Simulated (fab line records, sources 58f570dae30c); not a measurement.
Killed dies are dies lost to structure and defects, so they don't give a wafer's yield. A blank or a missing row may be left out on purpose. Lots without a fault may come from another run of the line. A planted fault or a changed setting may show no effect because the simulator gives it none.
Chamber matching | flow berkeley_cmos170 | UCB170_M2_ETCH_17 on rie_diel-02: 4 sister chambers
The step etches BARC in N2/H2. 8 wafers are shown with their chamber, then 7 later ones without.

WAFERS WITH THEIR CHAMBER
wafer  | chamber | throttle_valve_pct (%) | drypump_motor_current_A (A)
L535.2 | 2       | 13.47                  | 5.6
L543.1 | 2       | 13.46                  | 5.6
L543.6 | 1       | 13.11                  | 6.2
L547.1 | 3       | 13.49                  | 6.4
L547.3 | 1       | 13.10                  | 6.3
L547.6 | 0       | 13.41                  | 5.9
L550.2 | 0       | 13.42                  | 5.9
L550.5 | 3       | 13.49                  | 6.5

WAFERS WITHOUT THEIR CHAMBER
wafer  | throttle_valve_pct (%) | drypump_motor_current_A (A)
L550.6 | 13.45                  | 5.6
L557.4 | 13.45                  | 5.6
L557.5 | 13.41                  | 5.8
L557.6 | 13.49                  | 6.4
L558.1 | 13.41                  | 5.9
L558.2 | 13.11                  | 6.2
L558.5 | 13.49                  | 6.5

WHICH CHAMBER EACH WENT THROUGH
wafer  | from the rows above | in truth
L550.6 | 2                   | 2
L557.4 | 2                   | 2
L557.5 | 0                   | 0
L557.6 | 3                   | 3
L558.1 | 0                   | 0
L558.2 | 1                   | 1
L558.5 | 3                   | 3
Placed correctly: 7 of 7. Can't be placed from these rows: 0. Placed wrongly: 0.
How it was worked out, from the rows above alone: a wafer's distance from a chamber is the root of the sum, over the readings, of the square of ((its reading less the chamber's mean) divided by the reading's scatter). The wafer belongs to the nearest chamber; if the next one is less than 2 further off, it can't be placed. A chamber's mean is the mean of its shown wafers. The scatter: the root of (the sum of the squares of (reading less its chamber's mean) over the shown wafers, divided by (wafers less chambers)).
